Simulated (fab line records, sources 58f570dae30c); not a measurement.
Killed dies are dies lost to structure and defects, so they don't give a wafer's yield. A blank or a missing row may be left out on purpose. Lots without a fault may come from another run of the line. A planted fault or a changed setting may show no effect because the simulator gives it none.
fab line records | flow berkeley_cmos170
record lots=5 wafers=15 last_day=13
route steps=331 shown PSD@182 NSD@187 BACKSIDE@199 SDANNEAL@204 PLDD@208 NLDD@209 SILICIDE@210 CONTACT@216
lots that met no fault: from a run of the same line without faults
start_h: hours from the record's first day to the start of the lot's first wafer shown | wait_h: hours since the lot's step before | " the same as in the row above | L1.1+2: a row that stands for several wafers | - no value, or no start given | * or withheld: withheld | < > ~ a bound
route shown NAME@n: a module of which the file shows steps, and the number in the route of the first | usual: mean/standard deviation of fault-free wafers | same: alike in all rows | chamber/n: place in a boat | sites: the reading at each site | _std_site: their standard deviation | _edge_site: outer sites' mean less inner sites' | radius_mm: how far each site lies from the wafer's centre | mask NAME#n: copy n | behind: the tool/chamber that last shaped the wafer | hold: why the lot was held/for how many hours/how that ended | device: the transistor (n, p or np) that didn't switch | end of line: the same wafers' tests at the end of the route | a step without rows: its recipe alone | killed: dies lost to structure and defects at the first sort, not the wafer's yield | map: a wafer's dies, x killed, . not, _ none there
set.NAME: the setting as run; set.NAME@STEP: as run at that earlier step | model.NAME: the simulator's own value behind a step, which no gauge read
lots at some steps of the route; a table a step, a row a wafer
services: from which hour (start_h, from the record's first day; less than 0 if before it) a tool's chamber was out of use, for how many hours, and why
## steps
# step UCB170_PSD_OVL_MEAS_07
# usual PSD_OVL=0/5.2
# columns lot.wafer tool chamber start_h wait_h PSD_OVL[nm]
L087.2 overlay-01 - 233.81 0.1 10
L087.4 " - " " 9
L087.6 " - " " 10
L089.4 overlay-02 - 247.49 0.1 7
L089.5 " - " " 1
L089.6 " - " " 5
L090.2 overlay-02 - 267.99 0.1 1
L090.3 " - " " 0
L090.5 " - " " 3
L094.2 overlay-01 - 271.74 0.1 -2
L094.3 " - " " -1
L094.6 " - " " -7
L095.3 overlay-01 - 272.44 0.1 -1
L095.4 " - " " 10
L095.6 " - " " 5
# step UCB170_PSD_IMPLANT_08
# recipe species=B dose_cm2=3e+15 energy_kev=20 tilt_deg=7
# usual beam_energy_keV=19.999/0.0057
# columns lot.wafer tool chamber start_h wait_h beam_energy_keV
L087.2 implanter-01 0 233.87 0.0 20.008
L087.4 " 0 " " 19.993
L087.6 " 0 " " 19.994
L089.4 implanter-01 0 247.58 0.1 20.007
L089.5 " 0 " " 20.002
L089.6 " 0 " " 19.991
L090.2 implanter-01 0 268.05 0.0 20.004
L090.3 " 0 " " 20.001
L090.5 " 0 " " 19.999
L094.2 implanter-03 0 271.80 0.0 19.988
L094.3 " 0 " " 19.990
L094.6 " 0 " " 19.994
L095.3 implanter-02 0 272.51 0.1 20.001
L095.4 " 0 " " 19.991
L095.6 " 0 " " 20.004
# step UCB170_PSD_STRIP_09
# recipe chemistry=O2 power_w=400 pressure_mtorr=3500 platen_temp_c=withheld o2_flow_sccm=400 overash_fraction=0.5
# usual drypump_motor_current_A=5.8/0.48 oes_product_au=0.600/0.0047 strip_time_to_endpoint_s=29.34/0.07
# columns lot.wafer tool chamber start_h wait_h drypump_motor_current_A oes_product_au rf_hours_counter_h strip_time_to_endpoint_s
L087.2 plasma_asher-01 0 233.99 0.1 5.8 0.595 50 29.28
L087.4 " 0 " " 5.8 0.596 - 29.35
L087.6 " 0 " " 5.8 0.598 - 29.30
L089.4 plasma_asher-01 1 247.69 0.1 6.2 0.597 - 29.40
L089.5 " 1 " " 6.2 0.604 - 29.27
L089.6 " 0 " " 5.7 0.603 - 29.23
L090.2 plasma_asher-04 1 268.17 0.1 5.5 0.600 16 29.26
L090.3 " 1 " " 5.4 0.603 - 29.18
L090.5 " 0 " " 5.6 0.599 - 29.13
L094.2 plasma_asher-02 1 271.92 0.1 6.4 0.598 55 29.32
L094.3 " 1 " " 6.4 0.605 - 29.38
L094.6 " 0 " " 5.0 0.591 - 29.35
L095.3 plasma_asher-01 0 272.65 0.1 5.8 0.605 - 29.41
L095.4 " 1 " " 6.2 0.605 - 29.37
L095.6 " 1 " " 6.2 0.596 - 29.39
# step UCB170_PSD_TW_MEAS_10
# usual PSD_TW=2305/13
# columns lot.wafer tool chamber start_h wait_h PSD_TW
L087.2 film_metro-01 - 234.10 0.1 2319
L087.4 " - " " 2312
L087.6 " - " " 2322
L089.4 film_metro-03 - 247.79 0.1 2290
L089.5 " - " " 2306
L089.6 " - " " 2302
L090.2 film_metro-01 - 268.28 0.1 2311
L090.3 " - " " 2314
L090.5 " - " " 2299
L094.2 film_metro-03 - 272.03 0.1 2282
L094.3 " - " " 2290
L094.6 " - " " 2280
L095.3 film_metro-02 - 272.73 0.1 2312
L095.4 " - " " 2295
L095.6 " - " " 2306
# step UCB170_PSD_CLEAN_11
# recipe chemistry=SPM temp_c=120 time_s=600
# usual bath_guard_temp_C=120.1/0.33
# columns lot.wafer tool chamber start_h wait_h bath_guard_temp_C
L087.2 wet_bench-01 0 235.18 1.1 120.1
L087.4 " 0 " " 120.5
L087.6 " 0 " " 120.0
L089.4 wet_bench-03 3 247.82 0.0 120.0
L089.5 " 3 " " 120.6
L089.6 " 3 " " 120.2
L090.2 wet_bench-04 0 271.18 2.9 120.0
L090.3 " 0 " " 120.1
L090.5 " 0 " " 120.7
L094.2 wet_bench-04 2 272.44 0.4 120.1
L094.3 " 2 " " 120.5
L094.6 " 2 " " 119.8
L095.3 wet_bench-04 3 272.77 0.0 119.1
L095.4 " 3 " " 119.4
L095.6 " 3 " " 118.9
# step UCB170_NSD_HMDS_00
# recipe prime_time_s=60 prime_temp_c=100
# columns lot.wafer tool chamber start_h wait_h
L087.2+4+6 litho_track-01 0 235.78 0.4
L089.4+5+6 litho_track-01 0 248.07 0.1
L090.2+3+5 litho_track-03 0 271.38 0.0
L094.2+3+6 litho_track-01 0 272.92 0.3
L095.3+4+6 litho_track-04 0 273.30 0.4
# step UCB170_NSD_COAT_01
# recipe resist=KrF spin_rpm=1500 resist_thk_nm=900
# columns lot.wafer tool chamber start_h wait_h
L087.2+4+6 litho_track-01 0 235.93 0.1
L089.4+5+6 litho_track-01 0 248.22 0.1
L090.2+3+5 litho_track-03 0 271.53 0.1
L094.2+3+6 litho_track-01 0 273.07 0.1
L095.3+4+6 litho_track-04 0 273.45 0.1
# step UCB170_NSD_SOFTBAKE_02
# recipe resist=KrF temp_c=130 time_s=57.68
# columns lot.wafer tool chamber start_h wait_h
L087.2+4+6 litho_track-01 0 236.08 0.1
L089.4+5+6 litho_track-01 0 248.37 0.1
L090.2+3+5 litho_track-03 0 271.68 0.1
L094.2+3+6 litho_track-01 0 273.22 0.1
L095.3+4+6 litho_track-04 0 273.60 0.1
# step UCB170_NSD_EXPOSE_03
# recipe mask_id=NSELECT_MOD na=0.5 sigma_outer=0.6 source_shape=conventional target_cd_nm=1200 dose_mj=30
# usual exposure_dose_mJ_cm2=30.058/0.026
# columns lot.wafer tool chamber start_h wait_h mask exposure_dose_mJ_cm2
L087.2 krf_scanner-01 0 236.23 0.1 NSELECT_MOD#0 30.022
L087.4 " 0 " " NSELECT_MOD#0 30.085
L087.6 " 0 " " NSELECT_MOD#0 30.062
L089.4 krf_scanner-02 0 248.50 0.1 NSELECT_MOD#0 30.023
L089.5 " 0 " " NSELECT_MOD#0 30.055
L089.6 " 0 " " NSELECT_MOD#0 30.063
L090.2 krf_scanner-01 0 272.29 0.6 NSELECT_MOD#0 30.084
L090.3 " 0 " " NSELECT_MOD#0 30.055
L090.5 " 0 " " NSELECT_MOD#0 30.084
L094.2 krf_scanner-01 0 273.49 0.2 NSELECT_MOD#0 30.063
L094.3 " 0 " " NSELECT_MOD#0 30.086
L094.6 " 0 " " NSELECT_MOD#0 30.058
L095.3 krf_scanner-02 0 273.87 0.2 NSELECT_MOD#0 30.064
L095.4 " 0 " " NSELECT_MOD#0 30.025
L095.6 " 0 " " NSELECT_MOD#0 30.045
# step UCB170_NSD_PEB_04
# recipe peb_temp_c=130 peb_time_s=withheld resist=KrF
# columns lot.wafer tool chamber start_h wait_h
L087.2+4+6 litho_track-04 0 236.80 0.6
L089.4+5+6 litho_track-01 0 248.63 0.1
L090.2+3+5 litho_track-03 0 272.73 0.4
L094.2+3+6 litho_track-01 0 273.64 0.1
L095.3+4+6 litho_track-03 0 274.08 0.2
# step UCB170_NSD_DEVELOP_05
# recipe developer=TMAH develop_time_s=45 resist=KrF dev_temp_c=21
# columns lot.wafer tool chamber start_h wait_h
L087.2+4+6 litho_track-04 0 - -
L089.4+5+6 litho_track-01 0 - -
L090.2+3+5 litho_track-03 0 - -
L094.2+3+6 litho_track-01 0 - -
L095.3+4+6 litho_track-03 0 - -
# step UCB170_NSD_CD_MEAS_06
# recipe target_cd_nm=1200
# usual cd_nm=1200.2/1.6
# columns lot.wafer tool chamber start_h wait_h cd_nm
L087.2 cd_sem-01 - 237.12 - 1199.6
L087.4 " - " " 1199.5
L087.6 " - " " 1198.7
L089.4 cd_sem-01 - 248.89 - 1203.4
L089.5 " - " " 1203.4
L089.6 " - " " 1203.1
L090.2 cd_sem-02 - 273.03 - 1199.3
L090.3 " - " " 1198.8
L090.5 " - " " 1200.3
L094.2 cd_sem-01 - 273.91 - 1201.8
L094.3 " - " " 1202.2
L094.6 " - " " 1200.3
L095.3 cd_sem-02 - 274.34 - 1201.0
L095.4 " - " " 1200.6
L095.6 " - " " 1200.1
# step UCB170_NSD_OVL_MEAS_07
# usual NSD_OVL=-1/5.6
# columns lot.wafer tool chamber start_h wait_h NSD_OVL[nm]
L087.2 overlay-01 - 237.22 0.1 -10
L087.4 " - " " -12
L087.6 " - " " -16
L089.4 overlay-01 - 248.97 0.1 -3
L089.5 " - " " 1
L089.6 " - " " -5
L090.2 overlay-01 - 273.14 0.1 0
L090.3 " - " " -7
L090.5 " - " " -8
L094.2 overlay-01 - 274.02 0.1 3
L094.3 " - " " 2
L094.6 " - " " 0
L095.3 overlay-02 - 274.44 0.1 5
L095.4 " - " " 6
L095.6 " - " " 3
# step UCB170_NSD_IMPLANT_08
# recipe species=P dose_cm2=3e+15 energy_kev=40 tilt_deg=7
# usual beam_energy_keV=40.001/0.011
# columns lot.wafer tool chamber start_h wait_h beam_energy_keV
L087.2 implanter-02 0 237.28 0.0 40.012
L087.4 " 0 " " 40.015
L087.6 " 0 " " 40.007
L089.4 implanter-04 0 249.06 0.1 40.009
L089.5 " 0 " " 40.013
L089.6 " 0 " " 39.994
L090.2 implanter-02 0 273.19 0.0 39.992
L090.3 " 0 " " 39.998
L090.5 " 0 " " 39.996
L094.2 implanter-03 0 274.07 0.0 40.002
L094.3 " 0 " " 39.992
L094.6 " 0 " " 40.008
L095.3 implanter-02 0 274.51 0.1 39.998
L095.4 " 0 " " 39.996
L095.6 " 0 " " 40.003
# step UCB170_NSD_STRIP_09
# recipe chemistry=O2 power_w=400 pressure_mtorr=3500 platen_temp_c=withheld o2_flow_sccm=400 overash_fraction=0.5
# usual drypump_motor_current_A=6.0/0.55 oes_product_au=0.534/0.0044 strip_time_to_endpoint_s=35.81/0.085
# columns lot.wafer tool chamber start_h wait_h drypump_motor_current_A oes_product_au rf_hours_counter_h strip_time_to_endpoint_s
L087.2 plasma_asher-02 1 237.40 0.1 6.4 0.536 51 35.72
L087.4 " 0 " " 5.1 0.531 - 35.70
L087.6 " 1 " " 6.5 0.532 - 35.69
L089.4 plasma_asher-01 1 249.17 0.1 6.2 0.534 - 35.91
L089.5 " 1 " " 6.2 0.527 - 35.96
L089.6 " 0 " " 5.7 0.546 - 35.97
L090.2 plasma_asher-03 1 273.32 0.1 5.7 0.535 47 35.79
L090.3 " 1 " " 5.7 0.533 - 35.83
L090.5 " 0 " " 6.7 0.531 - 35.72
L094.2 plasma_asher-02 0 274.20 0.1 5.1 0.538 55 35.72
L094.3 " 0 " " 5.1 0.531 - 35.74
L094.6 " 1 " " 6.4 0.532 - 35.80
L095.3 plasma_asher-02 1 274.64 0.1 6.4 0.530 - 35.77
L095.4 " 0 " " 5.1 0.536 - 35.71
L095.6 " 0 " " 5.1 0.531 - 35.71
# step UCB170_NSD_TW_MEAS_10
# usual NSD_TW=4141/28
# columns lot.wafer tool chamber start_h wait_h NSD_TW
L087.2 film_metro-02 - 237.51 0.1 4131
L087.4 " - " " 4161
L087.6 " - " " 4151
L089.4 film_metro-01 - 249.27 0.1 4142
L089.5 " - " " 4157
L089.6 " - " " 4164
L090.2 film_metro-01 - 273.43 0.1 4118
L090.3 " - " " 4151
L090.5 " - " " 4134
L094.2 film_metro-03 - 274.31 0.1 4097
L094.3 " - " " 4084
L094.6 " - " " 4109
L095.3 film_metro-01 - 274.73 0.1 4168
L095.4 " - " " 4142
L095.6 " - " " 4157
# step UCB170_NSD_CLEAN_11
# recipe chemistry=SPM temp_c=120 time_s=600
# usual bath_guard_temp_C=119.7/0.64
# columns lot.wafer tool chamber start_h wait_h bath_guard_temp_C
L087.2 wet_bench-01 1 237.56 0.0 118.6
L087.4 " 1 " " 119.1
L087.6 " 1 " " 118.3
L089.4 wet_bench-02 2 249.30 0.0 120.5
L089.5 " 2 " " 120.3
L089.6 " 2 " " 120.3
L090.2 wet_bench-02 3 273.48 0.0 119.7
L090.3 " 3 " " 119.8
L090.5 " 3 " " 119.6
L094.2 wet_bench-02 1 274.66 0.3 119.9
L094.3 " 1 " " 119.7
L094.6 " 1 " " 120.0
L095.3 wet_bench-03 0 274.97 0.2 119.2
L095.4 " 0 " " 119.4
L095.6 " 0 " " 119.0
# step UCB170_BACKSIDE_HMDS_00
# recipe prime_time_s=60 prime_temp_c=100
# columns lot.wafer tool chamber start_h wait_h
L087.2+4+6 litho_track-04 0 238.08 0.3
L089.4+5+6 litho_track-02 0 249.87 0.4
L090.2+3+5 litho_track-04 0 273.73 0.1
L094.2+3+6 litho_track-01 0 274.86 0.0
L095.3+4+6 litho_track-04 0 275.28 0.1
# step UCB170_BACKSIDE_COAT_01
# recipe resist=KrF spin_rpm=1500 resist_thk_nm=900
# columns lot.wafer tool chamber start_h wait_h
L087.2+4+6 litho_track-04 0 238.23 0.1
L089.4+5+6 litho_track-02 0 250.02 0.1
L090.2+3+5 litho_track-04 0 273.88 0.1
L094.2+3+6 litho_track-01 0 275.01 0.1
L095.3+4+6 litho_track-04 0 275.43 0.1
# step UCB170_BACKSIDE_SOFTBAKE_02
# recipe resist=KrF temp_c=130 time_s=60
# columns lot.wafer tool chamber start_h wait_h
L087.2+4+6 litho_track-04 0 238.38 0.1
L089.4+5+6 litho_track-02 0 250.17 0.1
L090.2+3+5 litho_track-04 0 274.03 0.1
L094.2+3+6 litho_track-01 0 275.16 0.1
L095.3+4+6 litho_track-04 0 275.58 0.1
# step UCB170_BACKSIDE_STRIP_03
# recipe chemistry=O2 power_w=400 pressure_mtorr=3500 platen_temp_c=withheld o2_flow_sccm=400 overash_fraction=0.5
# usual drypump_motor_current_A=5.9/0.42 oes_product_au=0.735/0.0048 strip_time_to_endpoint_s=21.94/0.065
# columns lot.wafer tool chamber start_h wait_h drypump_motor_current_A oes_product_au rf_hours_counter_h strip_time_to_endpoint_s
L087.2 plasma_asher-03 1 238.50 0.1 5.7 0.738 43 21.98
L087.4 " 1 " " 5.7 0.734 - 21.94
L087.6 " 1 " " 5.7 0.732 - 22.00
L089.4 plasma_asher-04 0 250.28 0.1 5.6 0.738 - 21.92
L089.5 " 0 " " 5.6 0.735 - 21.87
L089.6 " 1 " " 5.5 0.729 - 21.86
L090.2 plasma_asher-01 0 274.15 0.1 5.7 0.727 55 22.03
L090.3 " 0 " " 5.7 0.732 - 22.09
L090.5 " 0 " " 5.8 0.734 - 22.07
L094.2 plasma_asher-04 0 275.28 0.1 5.6 0.735 17 21.85
L094.3 " 1 " " 5.4 0.728 - 21.90
L094.6 " 0 " " 5.6 0.740 - 21.86
L095.3 plasma_asher-01 1 275.72 0.1 6.2 0.731 - 22.11
L095.4 " 0 " " 5.8 0.739 - 22.01
L095.6 " 1 " " 6.2 0.732 - 22.05
# step UCB170_BACKSIDE_CLEAN_04
# recipe chemistry=SPM temp_c=120 time_s=600
# usual bath_guard_temp_C=120.0/0.44
# columns lot.wafer tool chamber start_h wait_h bath_guard_temp_C
L087.2 wet_bench-03 3 238.60 0.1 120.3
L087.4 " 3 " " 120.5
L087.6 " 3 " " 120.3
L089.4 wet_bench-02 2 250.35 0.0 120.1
L089.5 " 2 " " 120.5
L089.6 " 2 " " 120.5
L090.2 wet_bench-02 2 274.31 0.1 120.4
L090.3 " 2 " " 120.3
L090.5 " 2 " " 120.3
L094.2 wet_bench-02 0 275.38 0.1 119.9
L094.3 " 0 " " 120.5
L094.6 " 0 " " 120.1
L095.3 wet_bench-02 0 275.95 0.2 119.8
L095.4 " 0 " " 120.3
L095.6 " 0 " " 120.0
# step UCB170_SDANNEAL_RTA_00
# recipe temp_c=900 time_s=10 ambient=N2
# usual lamp_power_pct=23.1/1.2 wafer_temp_C_max=903.1/0.92
# columns lot.wafer tool chamber start_h wait_h lamp_power_pct wafer_temp_C_max
L087.2 rtp_anneal-02 0 238.79 0.0 22.0 902.6
L087.4 " 0 " " 22.0 902.2
L087.6 " 0 " " 21.9 902.3
L089.4 rtp_anneal-01 0 250.55 0.0 24.4 904.3
L089.5 " 0 " " 24.4 904.9
L089.6 " 0 " " 24.4 903.5
L090.2 rtp_anneal-02 0 274.51 0.0 22.0 902.7
L090.3 " 0 " " 22.0 902.3
L090.5 " 0 " " 22.0 903.1
L094.2 rtp_anneal-01 0 275.57 0.0 24.4 903.0
L094.3 " 0 " " 24.4 902.7
L094.6 " 0 " " 24.4 904.1
L095.3 rtp_anneal-02 0 276.17 0.0 22.0 901.8
L095.4 " 0 " " 22.0 902.5
L095.6 " 0 " " 22.0 903.7
# step UCB170_SDANNEAL_RTA_01
# recipe temp_c=1050 time_s=5 ambient=N2
# usual lamp_power_pct=35.7/1.9 wafer_temp_C_max=1053.6/1.1
# columns lot.wafer tool chamber start_h wait_h lamp_power_pct wafer_temp_C_max
L087.2 rtp_anneal-02 0 238.85 0.1 33.9 1052.4
L087.4 " 0 " " 34.0 1052.5
L087.6 " 0 " " 34.0 1053.4
L089.4 rtp_anneal-01 0 250.62 0.1 37.6 1054.3
L089.5 " 0 " " 37.7 1052.5
L089.6 " 0 " " 37.7 1054.6
L090.2 rtp_anneal-02 0 274.64 0.1 34.0 1052.3
L090.3 " 0 " " 33.9 1053.7
L090.5 " 0 " " 34.0 1054.5
L094.2 rtp_anneal-01 0 275.64 0.1 37.7 1056.1
L094.3 " 0 " " 37.6 1056.1
L094.6 " 0 " " 37.7 1054.3
L095.3 rtp_anneal-02 0 276.30 0.1 33.9 1052.8
L095.4 " 0 " " 33.9 1052.8
L095.6 " 0 " " 34.0 1052.4
# step UCB170_SDANNEAL_RS_MEAS_02
# recipe thk_meas_gauge=four-point-probe
# usual PSD_RS=75.5/0.31
# columns lot.wafer tool chamber start_h wait_h PSD_RS[ohm/sq]
L087.2 film_metro-02 - 238.92 0.1 76.3
L087.4 " - " " 75.9
L087.6 " - " " 75.9
L089.4 film_metro-02 - 250.71 0.1 75.4
L089.5 " - " " 75.7
L089.6 " - " " 75.9
L090.2 film_metro-02 - 274.75 0.1 75.7
L090.3 " - " " 75.9
L090.5 " - " " 75.7
L094.2 film_metro-01 - 275.71 0.1 75.7
L094.3 " - " " 75.3
L094.6 " - " " 75.2
L095.3 film_metro-01 - 276.42 0.1 75.2
L095.4 " - " " 75.4
L095.6 " - " " 75.2
# step UCB170_SDANNEAL_RS_MEAS_03
# recipe thk_meas_gauge=four-point-probe
# usual NSD_RS=37.22/0.099
# columns lot.wafer tool chamber start_h wait_h NSD_RS[ohm/sq]
L087.2 film_metro-02 - 239.04 0.1 37.36
L087.4 " - " " 37.30
L087.6 " - " " 37.37
L089.4 film_metro-02 - 250.83 0.1 37.18
L089.5 " - " " 37.20
L089.6 " - " " 37.18
L090.2 film_metro-02 - 274.87 0.1 37.32
L090.3 " - " " 37.41
L090.5 " - " " 37.39
L094.2 film_metro-01 - 275.83 0.1 37.26
L094.3 " - " " 37.17
L094.6 " - " " 37.16
L095.3 film_metro-01 - 276.54 0.1 37.18
L095.4 " - " " 37.23
L095.6 " - " " 37.23
# step UCB170_SDANNEAL_RS_MEAS_04
# recipe thk_meas_gauge=four-point-probe
# usual PLDD_RS=1030/3.6
# columns lot.wafer tool chamber start_h wait_h PLDD_RS[ohm/sq]
L087.2 film_metro-02 - 239.16 0.1 1036
L087.4 " - " " 1034
L087.6 " - " " 1033
L089.4 film_metro-02 - 250.95 0.1 1036
L089.5 " - " " 1038
L089.6 " - " " 1035
L090.2 film_metro-02 - 274.99 0.1 1033
L090.3 " - " " 1034
L090.5 " - " " 1034
L094.2 film_metro-01 - 275.95 0.1 1030
L094.3 " - " " 1035
L094.6 " - " " 1033
L095.3 film_metro-01 - 276.66 0.1 1028
L095.4 " - " " 1026
L095.6 " - " " 1027
# step UCB170_SDANNEAL_RS_MEAS_05
# recipe thk_meas_gauge=four-point-probe
# usual NLDD_RS=615.6/1.5
# columns lot.wafer tool chamber start_h wait_h NLDD_RS[ohm/sq]
L087.2 film_metro-02 - 239.28 0.1 614.3
L087.4 " - " " 614.7
L087.6 " - " " 617.2
L089.4 film_metro-02 - 251.07 0.1 616.9
L089.5 " - " " 616.4
L089.6 " - " " 616.5
L090.2 film_metro-02 - 275.11 0.1 616.1
L090.3 " - " " 617.2
L090.5 " - " " 616.4
L094.2 film_metro-01 - 276.07 0.1 614.8
L094.3 " - " " 614.7
L094.6 " - " " 615.2
L095.3 film_metro-01 - 276.78 0.1 616.4
L095.4 " - " " 617.1
L095.6 " - " " 613.6
# step UCB170_SILICIDE_PRE_CLEAN_00
# recipe gas=Ar preclean_etch_time_s=60
# columns lot.wafer tool chamber start_h wait_h
L087.2+4+6 pvd_sputter-04 - 239.38 0.1
L089.4+5+6 pvd_sputter-01 - 251.13 0.0
L090.2+3+5 pvd_sputter-02 - 275.21 0.1
L094.2+3+6 pvd_sputter-02 - 276.17 0.1
L095.3+4+6 pvd_sputter-04 - 276.86 0.1
# step UCB170_SILICIDE_SPUTTER_01
# recipe material=Ti target_thk_nm=30 time_s=25 power_w=1500 chamber_pressure_pa=0.5
# usual throttle_valve_pct=30.1/0.84
# columns lot.wafer tool chamber start_h wait_h throttle_valve_pct
L087.2 pvd_sputter-04 - 239.45 0.0 31.2
L087.4 " - " " 29.6
L087.6 " - " " 30.1
L089.4 pvd_sputter-01 - 251.19 0.0 30.0
L089.5 " - " " 30.3
L089.6 " - " " 29.9
L090.2 pvd_sputter-02 - 275.28 0.0 28.4
L090.3 " - " " 32.1
L090.5 " - " " 29.4
L094.2 pvd_sputter-02 - 276.23 0.0 30.1
L094.3 " - " " 29.3
L094.6 " - " " 28.4
L095.3 pvd_sputter-04 - 276.92 0.0 29.8
L095.4 " - " " 30.4
L095.6 " - " " 30.0
# step UCB170_SILICIDE_RS_MEAS_02
# recipe thk_meas_gauge=four-point-probe reads=Ti_of_SILICIDE_SPUTTER_01
# usual SILICIDE_TI_RS=26.1/0.32
# columns lot.wafer tool chamber start_h wait_h SILICIDE_TI_RS[ohm/sq]
L087.2 film_metro-04 - 239.50 0.0 26.1
L087.4 " - " " 26.2
L087.6 " - " " 26.4
L089.4 film_metro-01 - 251.28 0.1 25.9
L089.5 " - " " 25.6
L089.6 " - " " 25.8
L090.2 film_metro-02 - 275.33 0.0 26.1
L090.3 " - " " 26.0
L090.5 " - " " 26.3
L094.2 film_metro-02 - 276.28 0.0 26.2
L094.3 " - " " 26.5
L094.6 " - " " 26.5
L095.3 film_metro-02 - 276.99 0.1 26.3
L095.4 " - " " 26.5
L095.6 " - " " 26.3
# step UCB170_SILICIDE_THK_MEAS_03
# recipe thk_meas_gauge=xrf reads=Ti_of_SILICIDE_SPUTTER_01
# usual SILICIDE_TI_THK=29.81/0.3
# columns lot.wafer tool chamber start_h wait_h SILICIDE_TI_THK[nm]
L087.2 film_metro-04 - 239.61 0.1 29.83
L087.4 " - " " 29.63
L087.6 " - " " 29.54
L089.4 film_metro-01 - 251.37 0.1 29.84
L089.5 " - " " 30.04
L089.6 " - " " 29.83
L090.2 film_metro-02 - 275.44 0.1 29.89
L090.3 " - " " 29.98
L090.5 " - " " 29.74
L094.2 film_metro-02 - 276.39 0.1 29.78
L094.3 " - " " 29.54
L094.6 " - " " 29.52
L095.3 film_metro-02 - 277.09 0.1 29.67
L095.4 " - " " 29.47
L095.6 " - " " 29.63
# step UCB170_SILICIDE_RTA_04
# recipe temp_c=650 time_s=15 ambient=N2
# usual lamp_power_pct=9.9/0.52 wafer_temp_C_max=652.2/0.67
# columns lot.wafer tool chamber start_h wait_h lamp_power_pct wafer_temp_C_max
L087.2 rtp_anneal-02 0 239.67 0.1 9.4 651.7
L087.4 " 0 " " 9.4 651.7
L087.6 " 0 " " 9.4 652.1
L089.4 rtp_anneal-02 0 251.44 0.1 9.4 651.9
L089.5 " 0 " " 9.4 651.5
L089.6 " 0 " " 9.4 652.0
L090.2 rtp_anneal-02 0 275.52 0.1 9.4 651.5
L090.3 " 0 " " 9.4 651.6
L090.5 " 0 " " 9.4 652.4
L094.2 rtp_anneal-01 0 276.46 0.1 10.5 651.9
L094.3 " 0 " " 10.5 653.3
L094.6 " 0 " " 10.5 652.1
L095.3 rtp_anneal-02 0 277.18 0.1 9.4 651.1
L095.4 " 0 " " 9.4 651.7
L095.6 " 0 " " 9.4 652.0
# step UCB170_SILICIDE_WET_ETCH_05
# recipe chemistry=SPM time_s=45 temp_c=120 target=Ti
# usual bath_guard_temp_C=119.8/0.53
# columns lot.wafer tool chamber start_h wait_h bath_guard_temp_C
L087.2 wet_bench-01 2 239.73 0.1 120.5
L087.4 " 2 " " 120.4
L087.6 " 2 " " 120.4
L089.4 wet_bench-02 3 251.48 0.0 119.9
L089.5 " 3 " " 119.8
L089.6 " 3 " " 119.7
L090.2 wet_bench-02 1 275.75 0.2 120.0
L090.3 " 1 " " 119.8
L090.5 " 1 " " 119.6
L094.2 wet_bench-02 1 276.67 0.2 120.1
L094.3 " 1 " " 120.4
L094.6 " 1 " " 119.8
L095.3 wet_bench-04 0 277.33 0.1 119.9
L095.4 " 0 " " 119.8
L095.6 " 0 " " 120.3
# step UCB170_CONTACT_CLEAN_00
# recipe chemistry=SPM temp_c=120 time_s=600
# usual bath_guard_temp_C=119.9/0.61
# columns lot.wafer tool chamber start_h wait_h bath_guard_temp_C
L087.2 wet_bench-04 0 239.75 0.0 119.8
L087.4 " 0 " " 120.3
L087.6 " 0 " " 120.1
L089.4 wet_bench-02 1 251.50 0.0 120.1
L089.5 " 1 " " 119.7
L089.6 " 1 " " 119.8
L090.2 wet_bench-02 0 275.78 0.0 119.5
L090.3 " 0 " " 120.3
L090.5 " 0 " " 120.1
L094.2 wet_bench-02 2 276.69 0.0 120.2
L094.3 " 2 " " 120.4
L094.6 " 2 " " 120.3
L095.3 wet_bench-04 1 277.35 0.0 120.2
L095.4 " 1 " " 120.3
L095.6 " 1 " " 119.9
# step UCB170_CONTACT_CVD_01
# recipe material=PSG target_thk_nm=700 temp_c=450 precursor=SiH4/O2/PH3 time_s=2820 pressure_mtorr=307.8 sih4_flow_sccm=60 o2_flow_sccm=90 ph3_flow_sccm=25
# columns lot.wafer tool chamber start_h wait_h
L087.2+4+6 lpcvd-01 0 239.96 0.0
L089.4+5+6 lpcvd-02 0 252.21 0.5
L090.2+3+5 lpcvd-02 1 277.37 1.4
L094.2+3+6 lpcvd-02 0 277.37 0.5
L095.3+4+6 lpcvd-01 1 277.54 0.0
# step UCB170_CONTACT_THK_MEAS_02
# recipe reads=PSG_of_CONTACT_CVD_01
# usual CONTACT_PSG_THK=709/6.2
# columns lot.wafer tool chamber start_h wait_h CONTACT_PSG_THK[nm]
L087.2 film_metro-03 - 241.76 0.0 703
L087.4 " - " " 704
L087.6 " - " " 703
L089.4 film_metro-03 - 254.02 0.0 716
L089.5 " - " " 716
L089.6 " - " " 712
L090.2 film_metro-04 - 279.17 0.0 711
L090.3 " - " " 712
L090.5 " - " " 709
L094.2 film_metro-01 - 279.22 0.1 711
L094.3 " - " " 710
L094.6 " - " " 709
L095.3 film_metro-03 - 279.34 0.0 709
L095.4 " - " " 709
L095.6 " - " " 703
## services
# columns tool chamber start_h hours kind
krf_scanner-01 - 213.39 1.3 pm
implanter-01 - 218.28 3.5 repair
krf_scanner-02 0 222.13 - calibration
rtp_anneal-01 - 233.20 11.0 pm
krf_scanner-01 - 240.60 1.0 pm
plasma_asher-04 - 245.85 2.8 pm
krf_scanner-01 - 248.92 4.0 pm
implanter-01 - 254.11 3.2 repair
pvd_sputter-04 - 255.21 4.8 repair
krf_scanner-01 - 264.58 3.6 pm
krf_scanner-01 - 268.14 0.8 pm
plasma_asher-04 - 271.70 0.5 repair
## key
fault none
